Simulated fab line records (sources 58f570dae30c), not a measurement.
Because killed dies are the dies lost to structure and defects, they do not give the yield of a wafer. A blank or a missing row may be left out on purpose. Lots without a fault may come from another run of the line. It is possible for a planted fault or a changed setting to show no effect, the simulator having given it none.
Code-filled problem report in 8D (eight disciplines) form / flow berkeley_cmos170 / the parts of the form that need people (team, actions taken, sign-off) are left out

1. WHAT IS WRONG
Wafers free of any fault read 1247 (standard deviation 7.1) for NWELL_TW at UCB170_NWELL_TW_MEAS_16, against a mean of 1306 on 6 wafers of 2 lots. That is +8.3 standard deviations from the usual mean.
First observed at day 4 21:06: wafer L173.2, on film_metro-03. The record holds 42 wafers of 14 lots with a number at this step. By rule, "out" or "out of limits" means more than 4 standard deviations away from the usual mean. Any other wafer with a number is counted as sound.

2. WHAT IT IS AND WHAT IT IS NOT
question=which readings at this step | is=NWELL_TW | is not=-
question=which lots | is=L173, L176 | is not=L163, L164, L168, L169, L170, L172, L174, L175, L179, L181, L182, L184
question=which wafers of those lots | is=all that have a number | is not=-
question=read on which gauges | is=film_metro-03, film_metro-04 | is not=film_metro-02
question=when | is=from day 4 21:06 | is not=up to then (18 sound wafers); but 18 sound wafers of L174, L175, L179, L181, L182, L184 came after

3. THE SUSPECTS, EACH WITH WHAT RULES IT OUT
Counting: a tool at a process step up to the reading stays a suspect if it ran every lot that is out and no sound lot after the first of them.
- the gauge at UCB170_NWELL_TW_MEAS_16 is ruled out. Those wafers that are out were read across 2 gauges (film_metro-03, film_metro-04).
- implanter-03 at UCB170_NWELL_IMPLANT_14: kept. It processed each lot that is out, first L173 at day 4 20:52, and no sound lot thereafter; up to then, the last sound lot it processed was L169 at day 3 19:41. On those wafers its own readings are out: dose_ions_cm2, faraday_current_uA.
Left after counting: implanter-03 at UCB170_NWELL_IMPLANT_14.

4. THE CAUSE (what the simulator had put in)
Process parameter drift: implanter-03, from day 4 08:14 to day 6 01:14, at UCB170_NWELL_IMPLANT_14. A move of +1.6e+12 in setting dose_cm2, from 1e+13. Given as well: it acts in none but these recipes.
This tool alone remained once counting was done.

5. SEQUENCE OF EFFECTS, ordered by route
Rows list readings where the struck wafers' mean (over those with a number) sits beyond 3 standard deviations from the usual. Only readings whose record carries a usual standard deviation are examined. hours: median over the lots of the time between each lot's start at the first step of this table that gives one and its start at this step. sigmas: the change, counted in usual standard deviations.
hours=0; step=UCB170_NWELL_IMPLANT_14; reading=dose_ions_cm2; usual=1e+13; on struck wafers=1e+13; change=+2e+12; sigmas=+99 or more
hours=0; step=UCB170_NWELL_IMPLANT_14; reading=faraday_current_uA; usual=31.7; on struck wafers=37.3; change=+5.6; sigmas=+9.7
hours=0; step=UCB170_NWELL_TW_MEAS_16; reading=NWELL_TW; usual=1247; on struck wafers=1306; change=+59; sigmas=+8.3
Process steps it contains:
- UCB170_NWELL_IMPLANT_14
Later steps that measure or inspect, where all struck wafers having a row at the step show a number for every such reading and not one has moved that far: UCB170_ACTIVE_THK_MEAS_06.

6. WHAT WOULD HAVE CAUGHT IT SOONER
13 hours passed between the start of the fault at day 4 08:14 and the first reading out of limits at a measuring or inspecting step in this record, taken at day 4 21:06.
Tool's own readings at UCB170_NWELL_IMPLANT_14, dose_ions_cm2, faraday_current_uA: out on all struck wafers the step has rows for; an alarm limit on them would have tripped on the first.
Among the 2 lots that are out, L176 began UCB170_NWELL_IMPLANT_14 on implanter-03 after day 4 21:06. Putting the tool on hold at that point would have spared it.
